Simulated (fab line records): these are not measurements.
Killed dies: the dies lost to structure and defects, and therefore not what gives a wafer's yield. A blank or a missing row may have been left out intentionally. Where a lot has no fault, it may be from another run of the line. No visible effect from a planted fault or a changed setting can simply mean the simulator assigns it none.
Check for tools in common -- flow berkeley_cmos170 -- 14 lots and 42 wafers in the sample

## WHAT PROMPTED THE OPENING
At UCB170_PWELL_TW_MEAS_17 the reading PWELL_TW is flagged on 2 of 14 lots. No-fault wafers: 380, standard deviation 5.1.
Rule: a lot is flagged in two cases, either no wafer of it has a number, or all its wafers with numbers fall more than 4 standard deviations from that mean. All remaining lots are regarded as sound.

lot,measured,on,"PWELL_TW, wafer by wafer",flag
L921,day 3 08:00,film_metro-03,371 373 372,
L922,day 3 17:19,film_metro-02,387 384 384,
L926,day 4 05:51,film_metro-03,373 371 372,
L928,day 4 15:45,film_metro-03,372 371 372,
L927,day 4 15:58,film_metro-04,379 381 380,
L929,day 4 23:43,film_metro-02,382 386 384,
L931,day 5 09:40,film_metro-02,386 382 384,
L932,day 5 09:53,film_metro-03,372 371 373,
L930,day 5 10:07,film_metro-02,386 385 382,
L933,day 5 23:48,film_metro-02,386 381 384,
L938,day 7 07:50,film_metro-02,477 479 479,FLAGGED
L941,day 7 08:21,film_metro-04,472 474 472,FLAGGED
L942,day 8 02:28,film_metro-04,381 382 382,
L944,day 8 07:58,film_metro-02,381 384 383,
On average the flagged lots' numbers are 476, which is +96 against the usual, or +19 standard deviations.

## TOOL THAT RAN EACH LOT
The record holds 1 process step before the reading, out of a route of 331 steps. Each cell gives the tool, then ch followed by the chambers the sampled wafers passed through, then the start.
lot,flag,UCB170_PWELL_IMPLANT_15
L921,,"implanter-04 ch 0, day 3 07:45"
L922,,"implanter-04 ch 0, day 3 17:06"
L926,,"implanter-01 ch 0, day 4 05:36"
L928,,"implanter-02 ch 0, day 4 15:33"
L927,,"implanter-01 ch 0, day 4 15:43"
L929,,"implanter-02 ch 0, day 4 23:28"
L931,,"implanter-04 ch 0, day 5 09:25"
L932,,"implanter-01 ch 0, day 5 09:40"
L930,,"implanter-04 ch 0, day 5 09:52"
L933,,"implanter-02 ch 0, day 5 23:34"
L938,FLAGGED,"implanter-01 ch 0, day 7 07:16"
L941,FLAGGED,"implanter-04 ch 0, day 7 07:47"
L942,,"implanter-04 ch 0, day 8 02:13"
L944,,"implanter-02 ch 0, day 8 07:39"
What the steps here do:
- UCB170_PWELL_IMPLANT_15
- UCB170_PWELL_TW_MEAS_17

## FLAGGED OVER TOTAL, TOOL BY TOOL (the gauges that took the reading come last)
step,tool,lots run,flagged,share of the flagged lots,sound lots run after its first flagged lot
UCB170_PWELL_IMPLANT_15,implanter-01,4,1,some,0
UCB170_PWELL_IMPLANT_15,implanter-02,4,0,none,-
UCB170_PWELL_IMPLANT_15,implanter-04,6,1,some,1 (L942)
UCB170_PWELL_TW_MEAS_17,film_metro-02,7,1,some,1 (L944)
UCB170_PWELL_TW_MEAS_17,film_metro-03,4,0,none,-
UCB170_PWELL_TW_MEAS_17,film_metro-04,3,1,some,1 (L942)

## WHAT IS ALLOWED BY THE TABLE
No row of the table ran every flagged lot.

## WHAT THE SIMULATOR HAD INSERTED
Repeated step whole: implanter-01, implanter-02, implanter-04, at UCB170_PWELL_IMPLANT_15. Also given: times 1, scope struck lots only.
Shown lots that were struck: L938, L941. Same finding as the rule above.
